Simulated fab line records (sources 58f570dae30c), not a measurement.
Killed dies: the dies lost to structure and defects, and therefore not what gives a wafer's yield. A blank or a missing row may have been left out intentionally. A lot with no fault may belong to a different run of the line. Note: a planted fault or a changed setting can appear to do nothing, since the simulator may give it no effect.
Code-filled problem report in 8D (eight disciplines) form    flow berkeleyCmos170    the parts of the form that need people (team, actions taken, sign-off) are left out

## 1. THE PROBLEM
At UCB170_GATE_ETCH_15, biasW averages 232.7 W over 6 wafers from 2 lots, while fault-free wafers read 150.0 W, standard deviation 0.44. So: +99 or more standard deviations from the usual mean.
The step: etches poly-Si in HBr/Cl2, stops on SiO2, time 56.3 s, target depth 278.2 nm.
Seen first at day 10 11:26 on rieSi-01, wafer L525.1. At this step, 42 wafers from 14 lots have a number in the record. By rule, "out" or "out of limits" means more than 4 standard deviations away from the usual mean. The rest of the wafers with a number are treated as sound.

## 2. WHAT IT IS; WHAT IT IS NOT
question                     is                      is not
which readings at this step  biasW                   drypumpMotorCurrentA, oesProductAu, rfFwdPowerW
which lots                   L525, L528              L517, L519, L521, L522, L526, L533, L534, L536, L537, L538, L539, L540
which wafers of those lots   all that have a number  -
read on which tools          rieSi-01                rieSi-02
when                         from day 10 11:26       up to then (15 sound wafers); but 21 sound wafers of L533, L534, L536, L537, L538, L539, L540 came after

## 3. WHAT RULES OUT EACH SUSPECT
Counting: a tool at any process step up to the reading remains a suspect when it ran all the lots that are out and ran no sound lot after the first of those.
- rieSi-01 at UCB170_GATE_ETCH_15 (etches poly-Si in HBr/Cl2, stops on SiO2, time 56.3 s, target depth 278.2 nm): ruled out as a lasting fault. The sound lots L537, L540 went through it after L525, its earliest lot that is out (day 10 11:26).
Left after counting: nothing in the record.

## 4. THE CAUSE (what the simulator had put in)
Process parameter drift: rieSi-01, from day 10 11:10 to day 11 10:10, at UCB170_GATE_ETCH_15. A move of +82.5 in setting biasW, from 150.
Counting ruled it out, wrongly.

## 5. THE CHAIN OF EFFECTS, in route order
Each row: a reading whose mean over the struck wafers that have a number lies more than 3 standard deviations from the usual. Readings are gone through only where the record gives a usual standard deviation; hours: the median, over the lots, of the time from a lot's start at the first step in this table giving one to that lot's start at this step; sigmas: the change measured in usual standard deviations.
hours  step                 reading  usual    on struck wafers  change  sigmas
0      UCB170_GATE_ETCH_15  biasW    150.0 W  232.7             +82.7   +99 or more
Here are the process steps it includes:
- UCB170_GATE_ETCH_15: etches poly-Si in HBr/Cl2, stops on SiO2, time 56.3 s, target depth 278.2 nm.

## 6. WHAT WOULD HAVE CAUGHT IT SOONER
In this record no reading fell out of limits until day 10 11:26, 0 hours after the fault had begun at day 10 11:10.
